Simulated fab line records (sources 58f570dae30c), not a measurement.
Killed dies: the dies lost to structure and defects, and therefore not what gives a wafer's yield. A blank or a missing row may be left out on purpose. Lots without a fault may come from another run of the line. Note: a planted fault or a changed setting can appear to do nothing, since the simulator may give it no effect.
What tool caused it?    flow berkeley_cmos170    7 lots, 21 wafers sampled, at 2 steps of a route of 331

WHAT THE GAUGES READ, wafer by wafer
UCB170_PWELL_OVL_MEAS_13.
lot   measured     on          PWELL_OVL (nm)
L364  day 3 21:19  overlay-01  4 2 0
L366  day 3 21:35  overlay-02  4 1 6
L368  day 4 12:10  overlay-02  1 7 0
L370  day 4 21:47  overlay-01  -4 -2 -6
L376  day 6 00:19  overlay-01  -3 5 2
L383  day 7 13:53  overlay-02  -4 2 -2
L386  day 8 02:06  overlay-02  -4 -7 -2

EACH LOT AND THE TOOL THAT RAN IT (in order: tool; ch and the chambers of the sampled wafers; start)
lot   UCB170_ZERO_STRIP_07
L364  plasma_asher-01 ch 0,1, day 2 08:43
L366  plasma_asher-01 ch 0, day 2 11:14
L368  plasma_asher-03 ch 0,1, day 3 02:32
L370  plasma_asher-01 ch 0,1, day 3 09:23
L376  plasma_asher-04 ch 0,1, day 4 12:35
L383  plasma_asher-04 ch 0,1, day 6 03:25
L386  plasma_asher-03 ch 0,1, day 6 18:47
- UCB170_ZERO_STRIP_07: strips in O2.

THE ANSWER, worked out from the rows above alone
Rule: the usual values come from the lots themselves. Put in order of their means at a reading, lots are off if they are a third of the lots or fewer, leave a main group of 4 or more, and stand apart from it by a gap of 3 or more times the standard deviation of the main group's means; of several such gaps the widest counts. The tables above print the reading to a certain number of digits; a main group whose means all agree to those digits is not used. Also off: a lot with no number at a reading for which 4 or more lots have one. Where the step has rows for the other lots, those lots are counted as sound.
None of the lots is off at any reading shown; this tells nothing.

WHAT THE SIMULATOR PUT IN
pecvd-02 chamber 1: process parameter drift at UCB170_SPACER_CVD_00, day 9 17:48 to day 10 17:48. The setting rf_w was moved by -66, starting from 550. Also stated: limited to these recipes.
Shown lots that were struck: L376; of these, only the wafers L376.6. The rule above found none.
